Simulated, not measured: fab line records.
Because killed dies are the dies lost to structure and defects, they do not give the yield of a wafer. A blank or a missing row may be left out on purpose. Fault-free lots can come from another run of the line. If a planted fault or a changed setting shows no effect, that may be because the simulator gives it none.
What tool caused it?	flow berkeley cmos170	13 lots with 39 wafers sampled at 3 steps, on a route of 331 steps

## WHAT EACH GAUGE READ, for each wafer
UCB170_V2_CD_MEAS_12 targets a cd of 700 nm. Usual: cd nm reads 700.5 nm (standard deviation 1.4).
lot	measured	on	cd nm (nm)	flag
L165	day 9 03:12	cd sem-01	700.5 702.0 699.5	
L166	day 9 00:22	cd sem-02	699.4 701.0 699.3	
L168	day 9 18:45	cd sem-02	700.0 700.8 699.5	
L167	day 9 15:56	cd sem-02	698.7 698.8 698.5	
L171	day 10 08:38	cd sem-01	702.2 701.9 703.1	
L170	day 10 08:11	cd sem-01	700.0 699.2 700.3	
L169	day 10 08:25	cd sem-01	700.7 700.5 700.9	
L173	day 11 02:05	cd sem-02	702.0 701.7 701.0	
L174	day 11 03:29	cd sem-02	701.6 702.1 701.6	
L176	day 11 21:33	cd sem-01	699.4 700.4 700.6	
L175	day 11 21:50	cd sem-01	698.4 700.7 698.1	
L183	day 13 22:44	cd sem-02	702.5 702.3 702.1	
L186	day 14 21:25	cd sem-02	698.2 699.4 699.7	

## WHICH TOOL RAN EACH LOT (tool, then ch and the chambers of the sampled wafers, then the start)
lot	UCB170_GATE_ETCH_15	UCB170_NSD_STRIP_09
L165	rie si-01 ch 0,1,2, day 7 11:33	plasma asher-01 ch 0,1, day 8 07:21
L166	rie si-02 ch 0,1,3, day 7 11:52	plasma asher-02 ch 0,1, day 8 06:48
L168	rie si-01 ch 0,1, day 8 01:47	plasma asher-03 ch 0,1, day 8 20:28
L167	rie si-02 ch 0,1, day 8 02:31	plasma asher-01 ch 1, day 8 20:08
L171	rie si-01 ch 0,1,2, day 8 17:48	plasma asher-02 ch 0,1, day 9 10:45
L170	rie si-02 ch 2,3, day 8 18:02	plasma asher-03 ch 0,1, day 9 11:18
L169	rie si-01 ch 0,1,3, day 8 18:20	plasma asher-01 ch 0,1, day 9 11:31
L173	rie si-01 ch 1,2,3, day 9 13:11	plasma asher-01 ch 0,1, day 10 08:24
L174	rie si-02 ch 1,3, day 9 13:26	plasma asher-03 ch 0,1, day 10 08:41
L176	rie si-01 ch 0,2,3, day 10 09:35	plasma asher-01 ch 0, day 11 01:29
L175	rie si-02 ch 2,3, day 10 09:51	plasma asher-03 ch 0,1, day 11 01:45
L183	rie si-01 ch 0,3, day 11 19:38	plasma asher-01 ch 0,1, day 12 07:01
L186	rie si-02 ch 0,1,3, day 12 15:05	plasma asher-03 ch 0,1, day 13 22:52
- UCB170_GATE_ETCH_15: etches poly-Si in HBr/Cl2, stops on SiO2, time 56.3 s, target depth 278.2 nm.
- UCB170_NSD_STRIP_09: strips in O2.

## WHAT THE TOOLS THEMSELVES READ (means of the sampled wafers that have a number; where no wafer has one, the mark that the record gives instead)
UCB170_GATE_ETCH_15. Usual: HBr_flow_sccm 150.0 sccm, standard deviation 0.45; drypump motor current A 5.8 A, standard deviation 0.34; oes product au 0.830 a.u., standard deviation 0.013; rf fwd power W 297.5 W, standard deviation 1.4; throttle valve pct 26.51 %, standard deviation 0.22.
lot	tool	HBr_flow_sccm (sccm)	drypump motor current A (A)	oes product au (a.u.)	rf fwd power W (W)	throttle valve pct (%)	flag
L165	rie si-01	150.4	6.0	0.828	297.7	26.38	
L166	rie si-02	150.0	5.7	0.821	298.4	26.45	
L168	rie si-01	150.4	5.7	0.824	296.5	26.37	
L167	rie si-02	150.3	5.6	0.818	298.7	26.63	
L171	rie si-01	149.6	6.0	0.821	296.5	26.38	
L170	rie si-02	150.0	5.5	0.840	296.9	26.54	
L169	rie si-01	149.7	5.7	0.821	297.3	26.54	
L173	rie si-01	150.5	5.9	0.834	297.0	26.52	
L174	rie si-02	149.9	5.5	0.822	298.0	26.62	
L176	rie si-01	149.8	5.9	0.838	297.3	26.55	
L175	rie si-02	150.3	5.5	0.841	296.7	26.55	
L183	rie si-01	150.1	5.7	0.824	280.4	26.55	OFF
L186	rie si-02	149.7	5.8	0.832	298.0	26.46	

UCB170_NSD_STRIP_09. Usual: drypump motor current A 5.9 A, standard deviation 0.44; oes product au 0.533 a.u., standard deviation 0.0045; strip time to endpoint s 35.80 s, standard deviation 0.074.
lot	tool	drypump motor current A (A)	oes product au (a.u.)	strip time to endpoint s (s)	flag
L165	plasma asher-01	6.0	0.533	35.74	
L166	plasma asher-02	5.7	0.532	35.83	
L168	plasma asher-03	6.2	0.536	35.65	
L167	plasma asher-01	5.5	0.532	35.73	
L171	plasma asher-02	5.5	0.533	35.85	
L170	plasma asher-03	5.9	0.530	35.77	
L169	plasma asher-01	6.0	0.528	35.87	
L173	plasma asher-01	5.7	0.532	35.80	
L174	plasma asher-03	6.0	0.530	35.79	
L176	plasma asher-01	6.2	0.533	35.91	
L175	plasma asher-03	6.1	0.533	35.83	
L183	plasma asher-01	6.0	0.537	35.79	
L186	plasma asher-03	6.2	0.533	35.77	

## THE ANSWER, worked out from the rows above alone
Rule: take the mean of a lot's wafers that have a number; if it is more than 3 standard deviations from the usual mean, the lot is off. Also off: a lot with no number at a reading for which 4 or more lots have one. Where the step has rows for the other lots, those lots are counted as sound. After the gauges, taken in route order, come the tools' own readings; for these a lot's mean is taken, as printed above. The first step at which some lot is off is used, and at that step the reading that is off furthest; a lot without a number counts as furthest.
Off: L183, at UCB170_GATE_ETCH_15 (rf fwd power W).
If a tool, at that step or one of the process steps before it, ran each lot that is off and ran no sound lot following the first of them, it fits. One fits: rie si-01 at UCB170_GATE_ETCH_15. Its last sound lot is L176 (day 10 09:35), its first lot that is off L183 (day 11 19:38): a fault that began between those two fits.
The tool's own readings at UCB170_GATE_ETCH_15 bear it out: on the lots that are off they differ by more than 5 times the standard deviation of the sound lots' means. rf fwd power W reads 280.4 W there against 297.4 W on the sound lots.

## WHAT HAD BEEN PUT IN BY THE SIMULATOR
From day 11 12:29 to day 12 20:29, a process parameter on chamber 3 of rie si-01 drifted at UCB170_GATE_ETCH_15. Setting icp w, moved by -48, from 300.
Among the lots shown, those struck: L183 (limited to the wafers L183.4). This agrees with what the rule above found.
